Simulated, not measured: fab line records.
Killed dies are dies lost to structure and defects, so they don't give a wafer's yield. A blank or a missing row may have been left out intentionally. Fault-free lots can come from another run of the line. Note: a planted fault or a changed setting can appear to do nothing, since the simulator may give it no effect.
fab line records | flow ritCmos
record: lots: 14 wafers: 42 lastDay: 7
route steps=202 shown PRETRO@66 GATE@83 PSD@151 SDANNEAL@156 M1@202
lots untouched by any fault: they come from a run of this same line in which no faults occurred
startH: start of the lot's first displayed wafer, in hours after the record's first day | waitH: hours elapsed since this lot's preceding step | " same as the row above | L1.1+2: several wafers, shown together as one row | - no value present, or no start provided | * or withheld: withheld | < > ~ a bound
route shown NAME@n: names a module that has steps shown in the file, with the first one's number in the route | usual: average and standard deviation across the fault-free wafers | same: alike in all rows | chamber/n: place in a boat | sites: per-site readings | _std_site: the standard deviation of these | _edge_site: outer sites' mean less inner sites' | radiusMm: how far each site lies from the wafer's centre | mask NAME#n: copy n | behind: tool/chamber where the wafer was last shaped | hold: why the lot was held/for how many hours/how that ended | device: names the non-switching transistor (n, p or np) | end of line: the same wafers' tests at the end of the route | a step given without rows: its recipe and nothing more | killed: dies that structure and defects cost at the first sort, which is not the same as the wafer's yield | map: shows each die of a wafer: x if killed, . if not, _ if none is there
set.NAME: the run value of the setting; set.NAME@STEP: its run value at that earlier step | model.NAME: the simulator's own value behind a step, which no gauge read
the route's steps for a sample of lots (tables are steps, rows are wafers)
services: the hour from which a tool's chamber was out of use, counted from the record's first day as startH (under 0 if before that day), plus the number of hours and why
== steps ==
step: RIT_PRETRO_SOFTBAKE_02
recipe: resist: NOVOLAK tempC: 90 timeS: 60
usual: heaterPowerTotalW: 34.56/0.051 runLengthS: 89.01/0.22
columns lot.wafer tool chamber startH waitH heaterPowerTotalW runLengthS
L455.4 lithoTrack-04 0 32.43 0.1 34.54 88.71
L455.5 " 0 " " 34.65 88.92
L455.6 " 0 " " 34.63 88.75
L456.1 lithoTrack-04 0 36.22 0.1 34.56 88.73
L456.3 " 0 " " 34.49 88.78
L456.6 " 0 " " 34.53 88.83
L457.2 lithoTrack-04 0 49.08 0.1 34.54 88.68
L457.3 " 0 " " 34.66 88.92
L457.6 " 0 " " 34.57 88.70
L458.3 lithoTrack-03 0 49.71 0.1 34.61 89.14
L458.5 " 0 " " 34.60 89.24
L458.6 " 0 " " 34.58 89.15
L459.2 lithoTrack-01 0 54.76 0.1 34.57 89.24
L459.5 " 0 " " 34.59 89.02
L459.6 " 0 " " 34.63 89.12
L460.2 lithoTrack-01 0 61.02 0.1 34.59 89.10
L460.3 " 0 " " 34.65 88.94
L460.4 " 0 " " 34.59 89.08
L461.2 lithoTrack-03 0 61.42 0.1 34.49 89.16
L461.3 " 0 " " 34.55 89.18
L461.6 " 0 " " 34.53 89.34
L463.2 lithoTrack-03 0 70.64 0.1 34.50 89.11
L463.4 " 0 " " 34.56 89.23
L463.6 " 0 " " 34.61 89.33
L470.3 lithoTrack-01 0 106.85 0.1 35.04 86.04
L470.4 " 0 " " 34.95 85.79
L470.6 " 0 " " 35.10 85.76
L472.1 lithoTrack-01 0 116.33 0.1 35.07 85.80
L472.3 " 0 " " 35.07 85.86
L472.4 " 0 " " 35.09 85.90
L473.2 lithoTrack-04 0 121.04 0.1 34.61 88.77
L473.3 " 0 " " 34.50 88.79
L473.6 " 0 " " 34.52 88.88
L474.1 lithoTrack-04 0 126.34 0.1 34.43 88.67
L474.2 " 0 " " 34.55 89.02
L474.4 " 0 " " 34.60 88.90
L476.2 lithoTrack-03 0 137.18 0.1 34.60 89.23
L476.4 " 0 " " 34.54 89.51
L476.5 " 0 " " 34.57 89.16
L477.2 lithoTrack-04 0 145.71 0.1 34.54 88.67
L477.4 " 0 " " 34.49 88.69
L477.6 " 0 " " 34.47 88.74
step: RIT_GATE_THK_MEAS_07
recipe: reads: SiO2_of_GATE_OXIDATION_05
usual: GATE_OXIDE_THK: 3.05/0.06
columns lot.wafer tool chamber startH waitH GATE_OXIDE_THK[nm]
L455.4 filmMetro-03 - 39.85 0.0 3.05
L455.5 " - " " 3.15
L455.6 " - " " 3.02
L456.1 filmMetro-02 - 42.30 0.0 3.07
L456.3 " - " " 3.06
L456.6 " - " " 3.04
L457.2 filmMetro-02 - 52.77 0.0 2.99
L457.3 " - " " 3.05
L457.6 " - " " 2.99
L458.3 filmMetro-02 - 53.40 0.0 2.99
L458.5 " - " " 3.06
L458.6 " - " " 3.01
L459.2 filmMetro-01 - 58.71 0.0 3.06
L459.5 " - " " 3.08
L459.6 " - " " 3.03
L460.2 filmMetro-02 - 64.73 0.0 3.00
L460.3 " - " " 3.07
L460.4 " - " " 3.06
L461.2 filmMetro-03 - 64.73 0.0 3.01
L461.3 " - " " 3.03
L461.6 " - " " 3.01
L463.2 filmMetro-01 - 73.68 0.0 3.03
L463.4 " - " " 2.96
L463.6 " - " " 3.08
L470.3 filmMetro-03 - 109.87 0.0 3.07
L470.4 " - " " 3.06
L470.6 " - " " 3.11
L472.1 filmMetro-01 - 120.12 0.0 3.07
L472.3 " - " " 3.13
L472.4 " - " " 3.14
L473.2 filmMetro-01 - 124.26 0.0 3.12
L473.3 " - " " 3.08
L473.6 " - " " 3.12
L474.1 filmMetro-03 - 129.75 0.0 3.15
L474.2 " - " " 3.07
L474.4 " - " " 3.05
L476.2 filmMetro-01 - 140.38 0.0 3.04
L476.4 " - " " 3.01
L476.5 " - " " 2.98
L477.2 filmMetro-01 - 148.81 0.0 3.08
L477.4 " - " " 3.09
L477.6 " - " " 3.09
step: RIT_PSD_STRIP_09
recipe: chemistry: O2 timeS: 180 resist: NOVOLAK platenTempC: withheld powerW: 500 pressureMtorr: 4000 o2FlowSccm: 4000
usual: drypumpMotorCurrentA: 6.0/0.39 o2FlowSccm: 3999/12 rfReflPowerW: 6.4/1.2
columns lot.wafer tool chamber startH waitH drypumpMotorCurrentA o2FlowSccm rfHoursCounterH rfReflPowerW
L455.4 plasmaAsher-03 1 54.56 0.1 5.6 4005 - 5.0
L455.5 " 1 " " 5.6 4008 - 5.0
L455.6 " 0 " " 6.5 3975 - 7.3
L456.1 plasmaAsher-02 1 60.12 0.1 6.4 3986 27 7.9
L456.3 " 0 " " 6.1 3992 - 5.0
L456.6 " 1 " " 6.4 4004 - 7.7
L458.3 plasmaAsher-04 0 69.63 0.1 6.1 3985 - 6.0
L458.5 " 1 " " 5.4 4002 - 7.4
L458.6 " 0 " " 6.1 3976 - 6.0
L457.2 plasmaAsher-03 1 70.15 0.1 5.6 4001 40 5.3
L457.3 " 0 " " 6.4 4021 - 6.9
L457.6 " 1 " " 5.6 3998 - 5.1
L459.2 plasmaAsher-03 1 73.57 0.1 5.6 4007 41 5.1
L459.5 " 1 " " 5.6 4006 - 5.1
L459.6 " 0 " " 6.5 4015 - 7.3
L461.2 plasmaAsher-04 0 81.92 0.1 6.1 3989 44 5.8
L461.3 " 1 " " 5.4 4018 - 7.3
L461.6 " 0 " " 6.0 3988 - 5.8
L460.2 plasmaAsher-03 0 83.55 0.1 6.5 4006 42 7.0
L460.3 " 1 " " 5.6 4006 - 5.0
L460.4 " 0 " " 6.5 3996 - 7.2
L463.2 plasmaAsher-03 0 90.43 0.1 6.5 4010 43 7.3
L463.4 " 1 " " 5.6 4000 - 5.0
L463.6 " 1 " " 5.6 3989 - 4.9
L470.3 plasmaAsher-03 1 124.47 0.1 5.5 4000 - 5.1
L470.4 " 0 " " 6.4 3988 - 7.0
L470.6 " 0 " " 6.5 3980 - 7.2
L472.1 plasmaAsher-02 1 137.29 0.1 6.4 3996 36 8.0
L472.3 " 1 " " 6.4 3974 - 7.8
L472.4 " 0 " " 6.1 4013 - 5.2
L473.2 plasmaAsher-03 1 140.87 0.1 5.6 4015 49 4.9
L473.3 " 1 " " 5.6 4013 - 4.9
L473.6 " 0 " " 6.5 3990 - 7.3
L474.1 plasmaAsher-04 1 147.05 0.1 5.4 3991 3 7.2
L474.2 " 0 " " 6.0 4006 3 6.1
L474.4 " 1 " " 5.4 4018 - 7.6
L476.2 plasmaAsher-04 1 155.34 0.1 5.4 4019 4 7.5
L476.4 " 0 " " 6.1 3991 - 5.9
L476.5 " 0 " " 6.1 3996 - 6.0
L477.2 plasmaAsher-02 0 164.34 0.1 6.1 3985 39 5.3
L477.4 " 1 " " 6.4 4003 - 8.0
L477.6 " 0 " " 6.1 3986 - 5.1
step: RIT_SDANNEAL_RTA_03
recipe: tempC: 1050 timeS: 5 idleTempC: 600 rampUpCPerS: 342 rampDownCPerS: 171 coolToC: 600 ambient: N2
usual: wafer_temp_C_max: 1053.6/1.1
columns lot.wafer tool chamber startH waitH wafer_temp_C_max
L455.4 rtpAnneal-02 0 55.13 0.0 1052.4
L455.5 " 0 " " 1053.7
L455.6 " 0 " " 1055.2
L456.1 rtpAnneal-01 0 60.73 0.0 1054.3
L456.3 " 0 " " 1055.0
L456.6 " 0 " " 1051.3
L458.3 rtpAnneal-02 0 70.21 0.0 1052.1
L458.5 " 0 " " 1052.4
L458.6 " 0 " " 1052.7
L457.2 rtpAnneal-01 0 70.78 0.0 1053.5
L457.3 " 0 " " 1051.4
L457.6 " 0 " " 1052.9
L459.2 rtpAnneal-02 0 74.18 0.0 1052.5
L459.5 " 0 " " 1052.4
L459.6 " 0 " " 1053.2
L461.2 rtpAnneal-01 0 82.73 0.0 1054.4
L461.3 " 0 " " 1052.0
L461.6 " 0 " " 1055.1
L460.2 rtpAnneal-02 0 84.51 0.0 1053.9
L460.3 " 0 " " 1054.2
L460.4 " 0 " " 1053.3
L463.2 rtpAnneal-02 0 91.09 0.0 1055.7
L463.4 " 0 " " 1054.3
L463.6 " 0 " " 1054.7
L470.3 rtpAnneal-01 0 125.06 0.0 1053.4
L470.4 " 0 " " 1054.3
L470.6 " 0 " " 1054.5
L472.1 rtpAnneal-01 0 137.92 0.0 1053.6
L472.3 " 0 " " 1053.9
L472.4 " 0 " " 1053.7
L473.2 rtpAnneal-02 0 141.53 0.0 1053.7
L473.3 " 0 " " 1053.8
L473.6 " 0 " " 1053.6
L474.1 rtpAnneal-01 0 147.84 0.0 1052.6
L474.2 " 0 " " 1055.7
L474.4 " 0 " " 1052.8
L476.2 rtpAnneal-01 0 156.13 0.0 1052.7
L476.4 " 0 " " 1055.0
L476.5 " 0 " " 1052.9
L477.2 rtpAnneal-02 0 165.13 0.0 1052.9
L477.4 " 0 " " 1052.7
L477.6 " 0 " " 1053.5
step: RIT_M1_PROBE_99
usual: killed_at_M0_to_M3: 0.0/0.12 killedAtContacts: 0.1/0.25 killedAtFrontEnd: 8/3.3 killedDies: 8/3.3 killedOpen: 3.9/2.1 killedShort: 3.8/2.2
same: grossDies: 264 killed_at_M4_up: 0 killedAtBackSide: 0 killedAtOther: 0
columns lot.wafer tool chamber startH waitH killed_at_M0_to_M3 killedAtContacts killedAtFrontEnd killedDies killedOpen killedShort
L455.4 prober-01 - 63.67 0.2 0 0 9 9 2 7
L455.5 prober-01 - 63.72 0.2 0 0 8 8 6 2
L455.6 prober-01 - 63.77 0.2 0 0 9 9 7 2
L456.1 prober-02 - 68.39 0.1 0 0 14 14 7 7
L456.3 prober-02 - 68.49 0.2 0 0 9 9 3 6
L456.6 prober-02 - 68.64 0.2 0 0 3 3 0 3
L460.2 prober-02 - 92.59 0.1 0 0 3 3 2 1
L460.3 prober-02 - 92.64 0.2 0 0 9 9 7 2
L460.4 prober-02 - 92.69 0.2 0 0 5 5 2 3
L470.3 prober-01 - 132.74 0.2 0 1 7 8 3 5
L470.4 prober-01 - 132.79 0.2 0 0 5 5 1 4
L470.6 prober-01 - 132.89 0.2 0 0 9 9 4 5
L472.1 prober-01 - 145.96 0.1 0 0 4 4 1 3
L472.3 prober-01 - 146.06 0.2 0 0 10 10 8 2
L472.4 prober-01 - 146.11 0.2 0 0 15 15 9 6
L474.1 prober-01 - 155.37 0.1 0 0 3 3 1 2
L474.2 prober-01 - 155.42 0.1 0 0 4 4 1 3
L474.4 prober-01 - 155.52 0.2 0 0 8 8 4 4
killed by level:class
L455.4 SILICIDE:geometricParticle:short=3 REOX:geometricParticle:short=2 FOX2:geometricParticle:short=1 GATE:geometricParticle:open=1 GATE:geometricParticle:short=1 SPACER:geometricParticle:open=1
L455.5 GATE:geometricParticle:open=3 SPACER:geometricParticle:short=2 REOX:geometricParticle:open=1 SPACER:geometricParticle:open=1 SILICIDE:geometricParticle:open=1
L455.6 SILICIDE:geometricParticle:open=3 FOX1:geometricParticle:open=2 REOX:geometricParticle:open=1 REOX:geometricParticle:short=1 SPACER:geometricParticle:open=1 SILICIDE:geometricParticle:short=1
L456.1 GATE:geometricParticle:open=4 GATE:geometricParticle:short=3 FOX2:geometricParticle:open=2 FOX1:geometricParticle:short=1 FOX2:geometricParticle:short=1 REOX:geometricParticle:short=1 REOX:geometricParticle:open=1 SILICIDE:geometricParticle:short=1
L456.3 FOX2:geometricParticle:short=2 GATE:geometricParticle:open=2 FOX1:geometricParticle:short=1 GATE:geometricParticle:short=1 SPACER:geometricParticle:short=1 SILICIDE:geometricParticle:short=1 SILICIDE:geometricParticle:open=1
L456.6 GATE:geometricParticle:short=3
L460.2 FOX1:geometricParticle:open=1 REOX:geometricParticle:short=1 SPACER:geometricParticle:open=1
L460.3 GATE:geometricParticle:open=5 SILICIDE:geometricParticle:short=2 SILICIDE:geometricParticle:open=2
L460.4 SPACER:geometricParticle:short=2 GATE:geometricParticle:short=1 GATE:geometricParticle:open=1 SILICIDE:geometricParticle:open=1
L470.3 REOX:geometricParticle:short=2 FOX1:geometricParticle:short=1 REOX:geometricParticle:open=1 SPACER:geometricParticle:open=1 SPACER:geometricParticle:short=1 SILICIDE:geometricParticle:short=1 CONTACT:geometricParticle:open=1
L470.4 SPACER:geometricParticle:short=2 SILICIDE:geometricParticle:short=2 SILICIDE:geometricParticle:open=1
L470.6 REOX:geometricParticle:open=2 SPACER:geometricParticle:short=2 FOX1:geometricParticle:open=1 FOX1:geometricParticle:short=1 FOX2:geometricParticle:short=1 SPACER:geometricParticle:open=1 SILICIDE:geometricParticle:short=1
L472.1 GATE:geometricParticle:short=2 REOX:geometricParticle:short=1 REOX:geometricParticle:open=1
L472.3 GATE:geometricParticle:open=4 SPACER:geometricParticle:open=3 GATE:geometricParticle:short=1 REOX:geometricParticle:open=1 SPACER:geometricParticle:short=1
L472.4 GATE:geometricParticle:open=7 GATE:geometricParticle:short=3 SPACER:geometricParticle:short=2 SILICIDE:geometricParticle:open=2 REOX:geometricParticle:short=1
L474.1 GATE:geometricParticle:open=1 SPACER:geometricParticle:short=1 SILICIDE:geometricParticle:short=1
L474.2 GATE:geometricParticle:short=2 GATE:geometricParticle:open=1 SILICIDE:geometricParticle:short=1
L474.4 GATE:geometricParticle:short=2 FOX1:geometricParticle:open=1 FOX1:geometricParticle:short=1 FOX2:geometricParticle:open=1 GATE:geometricParticle:open=1 SPACER:geometricParticle:short=1 SILICIDE:geometricParticle:open=1
== services ==
columns tool chamber startH hours kind
plasmaAsher-04 - 20.89 2.8 pm
plasmaAsher-03 - 99.70 4.1 repair
plasmaAsher-04 - 108.75 9.0 pm
plasmaAsher-04 0 108.75 9.0 ventCycle
plasmaAsher-04 1 108.75 9.0 ventCycle
plasmaAsher-04 0 117.75 - clean
plasmaAsher-04 1 117.75 - clean
== key ==
firstSign: step: RIT_PRETRO_SOFTBAKE_02 reading: runLengthS direction: down sigmas: 14 usual: * struck: *
effect: step: RIT_PRETRO_SOFTBAKE_02 reading: heaterPowerTotalW direction: up sigmas: 9.6 usual: 34.56 struck: 35.05
metAt RIT_PRETRO_SOFTBAKE_02
struckLots L470,L472
testerLeftOut L470,L472
notActingAt RIT_GATE_THK_MEAS_07,RIT_PSD_STRIP_09,RIT_SDANNEAL_RTA_03
onsetBetween 61.02 106.85
fault: kind: processParameterDrift tool: lithoTrack-01 chamber: - onsetH: 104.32 steps: RIT_PRETRO_SOFTBAKE_02 channel: timeS offset: * shape: step endH: 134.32 actsIn: * stated: *
testerLeftOut: of these lots the tester's yield and bins aren't shown, on N5 and GAA mostly nor the transistor test; their killed dies are dies lost to structure and defects alone, not to doping, threshold or leakage, so they don't give the yield
